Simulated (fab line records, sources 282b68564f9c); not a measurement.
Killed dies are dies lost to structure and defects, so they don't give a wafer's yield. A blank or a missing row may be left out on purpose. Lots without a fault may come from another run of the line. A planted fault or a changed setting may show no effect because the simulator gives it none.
A sampling plan put to the test | flow rit_cmos | one fab line, 16 faults that these records tell of, each judged on the records of the lots that it struck
The plan is the line's own looks: the steps of the route at which a gauge or an inspection reads the wafer and doesn't change it. A look can be judged if struck wafers have a number there and the file gives its usual mean and standard deviation on fault-free wafers. Caught: at a look after the fault's first step, the mean of the struck wafers lies 4 or more of those standard deviations (sigma) from the usual mean. On the tool: the same test on the tool's own readings at the fault's steps. Another recipe on the struck wafers, or a record that is blank for them alone, also counts as caught.

THE FAULTS, as the simulator had put them in
1. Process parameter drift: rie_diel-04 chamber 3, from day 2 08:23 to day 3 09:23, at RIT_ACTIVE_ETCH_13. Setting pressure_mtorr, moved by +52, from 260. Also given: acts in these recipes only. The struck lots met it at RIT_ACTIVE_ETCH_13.
2. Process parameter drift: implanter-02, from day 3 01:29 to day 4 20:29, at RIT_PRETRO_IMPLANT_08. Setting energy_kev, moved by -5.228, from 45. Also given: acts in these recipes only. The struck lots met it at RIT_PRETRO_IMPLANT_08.
3. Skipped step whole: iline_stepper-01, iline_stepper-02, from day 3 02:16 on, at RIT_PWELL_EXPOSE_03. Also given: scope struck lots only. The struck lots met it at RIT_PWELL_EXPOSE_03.
4. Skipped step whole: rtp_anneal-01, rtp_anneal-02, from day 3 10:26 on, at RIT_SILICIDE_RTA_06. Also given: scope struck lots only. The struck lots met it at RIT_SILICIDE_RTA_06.
5. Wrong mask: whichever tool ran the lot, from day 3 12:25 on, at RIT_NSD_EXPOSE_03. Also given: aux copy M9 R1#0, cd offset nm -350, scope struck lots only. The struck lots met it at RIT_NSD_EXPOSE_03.
6. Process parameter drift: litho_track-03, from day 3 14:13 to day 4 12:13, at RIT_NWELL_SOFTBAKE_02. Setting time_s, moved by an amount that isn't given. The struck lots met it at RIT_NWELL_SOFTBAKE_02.
7. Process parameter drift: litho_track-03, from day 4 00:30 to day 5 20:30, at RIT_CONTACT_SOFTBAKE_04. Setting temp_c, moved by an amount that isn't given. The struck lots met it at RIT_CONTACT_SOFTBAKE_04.
8. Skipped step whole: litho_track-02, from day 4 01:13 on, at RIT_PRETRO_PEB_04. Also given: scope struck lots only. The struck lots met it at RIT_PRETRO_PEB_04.
9. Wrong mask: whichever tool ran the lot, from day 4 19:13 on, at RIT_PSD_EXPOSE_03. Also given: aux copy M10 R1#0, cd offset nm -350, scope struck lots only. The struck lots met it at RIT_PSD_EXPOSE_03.
10. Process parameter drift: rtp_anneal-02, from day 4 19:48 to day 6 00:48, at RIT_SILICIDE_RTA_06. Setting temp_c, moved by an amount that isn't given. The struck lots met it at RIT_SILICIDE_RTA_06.
11. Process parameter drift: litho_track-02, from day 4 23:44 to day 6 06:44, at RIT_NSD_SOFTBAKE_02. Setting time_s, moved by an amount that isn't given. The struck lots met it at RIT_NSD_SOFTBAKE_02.
12. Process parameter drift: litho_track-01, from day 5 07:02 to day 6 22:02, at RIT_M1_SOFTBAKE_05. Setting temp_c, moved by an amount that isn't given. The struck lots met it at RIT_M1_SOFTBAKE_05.
13. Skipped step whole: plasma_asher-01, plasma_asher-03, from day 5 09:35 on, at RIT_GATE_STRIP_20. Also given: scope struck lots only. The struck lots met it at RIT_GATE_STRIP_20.
14. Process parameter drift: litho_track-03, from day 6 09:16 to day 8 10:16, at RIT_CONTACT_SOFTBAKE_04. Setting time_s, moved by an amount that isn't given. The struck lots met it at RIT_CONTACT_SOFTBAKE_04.
15. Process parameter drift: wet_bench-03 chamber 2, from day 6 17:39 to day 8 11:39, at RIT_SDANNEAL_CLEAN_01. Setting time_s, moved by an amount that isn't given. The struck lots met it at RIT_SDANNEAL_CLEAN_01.
16. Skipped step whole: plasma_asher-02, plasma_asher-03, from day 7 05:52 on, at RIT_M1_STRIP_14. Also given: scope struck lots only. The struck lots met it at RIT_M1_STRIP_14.

WHAT THE PLAN SAW
fault | on the tool itself                               | first look that catches it                      | reading, sigma | median hours from its first step to that look | hours from the fault's start to the first struck lot there | judged looks passed uncaught
1     | chamber_pressure_mTorr +99 or beyond sigma       | none of the 2 looks that can be judged after it | -              | -                                             | -                                                          | 2
2     | beam_energy_keV -99 or beyond sigma              | no look after it can be judged                  | -              | -                                             | -                                                          | 0
3     | no reading that can be judged                    | no look after it can be judged                  | -              | -                                             | -                                                          | 0
4     | the tool's record is blank for the struck wafers | no look after it can be judged                  | -              | -                                             | -                                                          | 0
5     | no reading that can be judged                    | not the one look that can be judged after it    | -              | -                                             | -                                                          | 1
6     | run_length_s +99 or beyond sigma                 | no look after it can be judged                  | -              | -                                             | -                                                          | 0
7     | heater_power_total_W -22 sigma                   | no look after it can be judged                  | -              | -                                             | -                                                          | 0
8     | no reading that can be judged                    | no look after it can be judged                  | -              | -                                             | -                                                          | 0
9     | under 2 sigma                                    | no look after it can be judged                  | -              | -                                             | -                                                          | 0
10    | wafer_temp_C_max +10 sigma                       | no look after it can be judged                  | -              | -                                             | -                                                          | 0
11    | run_length_s +29 sigma                           | no look after it can be judged                  | -              | -                                             | -                                                          | 0
12    | heater_power_total_W +56 sigma                   | no look after it can be judged                  | -              | -                                             | -                                                          | 0
13    | the tool's record is blank for the struck wafers | no look after it can be judged                  | -              | -                                             | -                                                          | 0
14    | run_length_s -29 sigma                           | no look after it can be judged                  | -              | -                                             | -                                                          | 0
15    | run_length_s +46 sigma                           | not the one look that can be judged after it    | -              | -                                             | -                                                          | 1
16    | the tool's record is blank for the struck wafers | not the one look that can be judged after it    | -              | -                                             | -                                                          | 1
A dash: the fault isn't caught, or these records don't give the number.

Caught at a look: 0 of 16. Caught on the tool: 12 of 16. By one or the other: 12 of 16.
Caught on the tool alone: faults 1, 2, 4, 6, 7, 10, 11, 12, 13, 14, 15, 16.
Caught by neither: faults 3, 5, 8, 9.
